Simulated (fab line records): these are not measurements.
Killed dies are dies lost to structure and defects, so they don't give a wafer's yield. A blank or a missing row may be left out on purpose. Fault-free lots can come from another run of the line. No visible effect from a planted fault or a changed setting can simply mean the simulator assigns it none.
Problem report, 8D (eight disciplines) form, completed by code | flow rit cmos | the parts of the form that need people (team, actions taken, sign-off) are left out

1. WHAT WENT WRONG
At RIT_M1_PROBE_99, killed_at_M0_to_M3 averages 254.8 over 6 wafers from 2 lots, while fault-free wafers read 0.0, standard deviation 0.083. That is +99 or more standard deviations from the usual mean.
Seen first at day 6 02:43 on prober-01, wafer L343.1. Wafers with a number at this step in the record: 6, from 2 lots. By rule, "out" or "out of limits" means more than 4 standard deviations away from the usual mean. All remaining wafers that have a number are taken as sound.

2. WHAT IT IS; WHAT IT IS NOT
question                    | is                                             | is not
which readings at this step | killed_at_M0_to_M3, killed dies, killed on rim | killed at contacts, killed open
which lots                  | L343, L344                                     | -
which wafers of those lots  | all that have a number                         | -
read on which tools         | prober-01, prober-02                           | -
when                        | from day 6 02:43                               | up to then (0 sound wafers)

3. THE SUSPECTS, EACH WITH WHAT RULES IT OUT
Counting: a tool at a process step up to the reading stays a suspect if it ran every lot that is out and no sound lot after the first of them.
- plasma asher-02 at RIT_CONTACT_STRIP_12 (strips in O2, time 180 s): kept. It ran every lot that is out, first L343 (day 5 21:56), and no sound lot after that.
Left after counting: plasma asher-02 at RIT_CONTACT_STRIP_12.

4. THE CAUSE (what the simulator had put in)
Skipped step whole: plasma asher-02, from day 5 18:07 on, at RIT_CONTACT_STRIP_12. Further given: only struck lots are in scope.
The count eliminated every tool but this one.

5. THE EFFECT CHAIN, in route order
Each row: a reading whose mean over the struck wafers that have a number lies more than 3 standard deviations from the usual. Scope: only readings with a usual standard deviation given in the record; hours: median across lots of the time from each lot's start at the first step in this table that gives one to its start at this step; sigmas: change in usual standard deviations.
hours | step            | reading            | usual | on struck wafers | change | sigmas
0     | RIT_M1_PROBE_99 | killed_at_M0_to_M3 | 0.0   | 254.8            | +254.8 | +99 or more
0     | RIT_M1_PROBE_99 | killed dies        | 7     | 264              | +257   | +83
0     | RIT_M1_PROBE_99 | killed on rim      | 1.8   | 70.0             | +68.2  | +49
Process steps it contains:
- RIT_M1_PROBE_99
Readings that are blank on the struck wafers while sound wafers have them: chamber pressure mTorr at RIT_CONTACT_STRIP_12; drypump motor current A at RIT_CONTACT_STRIP_12.

6. HOW IT WOULD HAVE BEEN CAUGHT EARLIER
First out-of-limits reading in this record: day 6 02:43, which is 9 hours after fault onset at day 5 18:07.
At RIT_CONTACT_STRIP_12 the tool's readings are blank on the struck wafers, where sound wafers have them: an empty tool record is the first sign, and it was there at once.
Of the lots that are out (2), L344 began RIT_CONTACT_STRIP_12 on plasma asher-02 after day 6 02:43. Holding the tool at that time would have saved it.
